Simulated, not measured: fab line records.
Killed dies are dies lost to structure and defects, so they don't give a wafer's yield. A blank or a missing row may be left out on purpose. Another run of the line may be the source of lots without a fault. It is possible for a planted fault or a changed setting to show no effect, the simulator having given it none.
What tool caused it?	flow rit cmos	14 lots with 42 wafers sampled at 4 steps, on a route of 202 steps

== WHAT THE GAUGES READ, wafer by wafer ==
RIT_FOX2_THK_MEAS_90.
lot	measured	on	FIELD_OXIDE_LEFT_1_THK (nm)
L776	day 2 04:26	film metro-04	322 331 324
L779	day 2 12:05	film metro-03	320 312 313
L780	day 2 16:54	film metro-03	319 327 315
L788	day 4 07:11	film metro-01	314 314 318
L789	day 4 12:13	film metro-01	312 316 311
L790	day 4 17:19	film metro-04	310 314 308
L791	day 4 22:15	film metro-03	324 321 323
L792	day 5 03:22	film metro-04	323 327 321
L794	day 5 13:26	film metro-04	314 313 311
L795	day 5 18:15	film metro-03	329 336 332
L796	day 5 23:44	film metro-04	320 317 322
L797	day 6 04:15	film metro-04	316 314 314
L798	day 6 09:17	film metro-04	321 322 325
L799	day 6 14:12	film metro-04	332 320 326

RIT_WELLDRIVE_RS_MEAS_01: the measuring method here is four-point-probe.
lot	measured	on	NWELL_RS (ohm/sq)
L776	day 2 12:49	film metro-04	275.2 276.1 276.5
L779	day 2 20:28	film metro-04	276.0 274.2 276.1
L780	day 3 01:24	film metro-02	275.6 276.1 275.4
L788	day 4 16:49	film metro-03	274.4 274.5 275.6
L789	day 4 20:32	film metro-02	274.1 275.0 274.8
L790	day 5 01:53	film metro-04	275.2 275.2 275.8
L791	day 5 06:39	film metro-02	273.7 272.5 273.7
L792	day 5 11:44	film metro-03	275.1 276.4 276.3
L794	day 5 21:54	film metro-04	275.2 276.1 276.3
L795	day 6 02:59	film metro-02	273.8 274.6 273.9
L796	day 6 08:04	film metro-03	275.6 275.8 274.5
L797	day 6 13:09	film metro-02	275.9 275.4 274.8
L798	day 6 18:14	film metro-04	276.5 276.3 277.7
L799	day 6 23:19	film metro-04	274.8 275.8 275.3

RIT_M1_OVL_MEAS_10.
lot	measured	on	M1_OVL (nm)
L776	day 3 15:26	overlay-02	-3.2 -1.1 -0.5
L779	day 3 23:43	overlay-01	1.5 1.6 0.7
L780	day 4 03:51	overlay-02	0.5 -0.6 -0.7
L788	day 5 18:14	overlay-02	1.8 2.8 1.0
L789	day 5 23:02	overlay-01	-0.4 -0.4 0.2
L790	day 6 04:32	overlay-01	1.0 1.3 -0.1
L791	day 6 09:24	overlay-02	-3.3 -3.1 -2.0
L792	day 6 14:30	overlay-01	-1.4 0.9 -0.9
L794	day 7 00:11	overlay-02	-2.2 0.5 0.5
L795	day 7 05:34	overlay-02	-3.2 -0.1 -2.1
L796	day 7 10:01	overlay-02	0.6 1.7 0.3
L797	day 7 15:52	overlay-02	-2.3 0.3 -2.0
L798	day 7 20:14	overlay-02	0.1 0.8 1.6
L799	day 8 01:52	overlay-01	-0.7 -1.4 -2.7

== WHAT TOOL EACH LOT RAN ON (gives the tool, then ch and the chambers of the sampled wafers, and finally the start) ==
lot	RIT_GATE_PEB_14
L776	litho track-03 ch 0, day 2 21:40
L779	litho track-01, day 3 05:19
L780	litho track-04, day 3 09:27
L788	litho track-01 ch 0, day 5 00:25
L789	litho track-03 ch 0, day 5 04:57
L790	litho track-01 ch 0, day 5 09:36
L791	litho track-04 ch 0, day 5 14:42
L792	litho track-04 ch 0, day 5 20:13
L794	litho track-04 ch 0, day 6 05:46
L795	litho track-01 ch 0, day 6 11:01
L796	litho track-04 ch 0, day 6 15:53
L797	litho track-04 ch 0, day 6 21:04
L798	litho track-04 ch 0, day 7 02:04
L799	litho track-04 ch 0, day 7 07:13
- RIT_GATE_PEB_14

== WHAT THE TOOLS THEMSELVES READ (means of the sampled wafers that have a number; where no wafer has one, the mark that the record gives instead) ==
RIT_GATE_PEB_14.
lot	tool	exhaust pa (Pa)
L776	litho track-03	44.9
L779	litho track-01	-
L780	litho track-04	-
L788	litho track-01	45.0
L789	litho track-03	46.5
L790	litho track-01	45.0
L791	litho track-04	45.0
L792	litho track-04	45.3
L794	litho track-04	46.6
L795	litho track-01	44.4
L796	litho track-04	45.4
L797	litho track-04	45.2
L798	litho track-04	45.7
L799	litho track-04	44.1

== THE ANSWER, worked out from the rows above alone ==
Rule: what is usual is taken from the lots themselves. Put in order of their means at a reading, lots are off if they are a third of the lots or fewer, leave a main group of 4 or more, and stand apart from it by a gap of 3 or more times the standard deviation of the main group's means; of several such gaps the widest counts. If all means in a main group match to the digits the tables above print for the reading, that group is not used. Also off: a lot with no number at a reading for which 4 or more lots have one. All remaining lots with rows at the step are treated as sound. After the gauges, taken in route order, come the tools' own readings; for these a lot's mean is taken, as printed above. The first step at which some lot is off is used, and at that step the reading that is off furthest; a lot without a number counts as furthest.
Off at RIT_GATE_PEB_14 (exhaust pa): L779, L780. Without a number there: L779, L780. The main group has a mean of 45.3 Pa with a standard deviation of 0.71.
A tool fits if, at that step or a process step before it, it ran every lot that is off, and no sound lot after the first of them. Of those tried, none fits.

== WHAT WAS PUT IN BY THE SIMULATOR ==
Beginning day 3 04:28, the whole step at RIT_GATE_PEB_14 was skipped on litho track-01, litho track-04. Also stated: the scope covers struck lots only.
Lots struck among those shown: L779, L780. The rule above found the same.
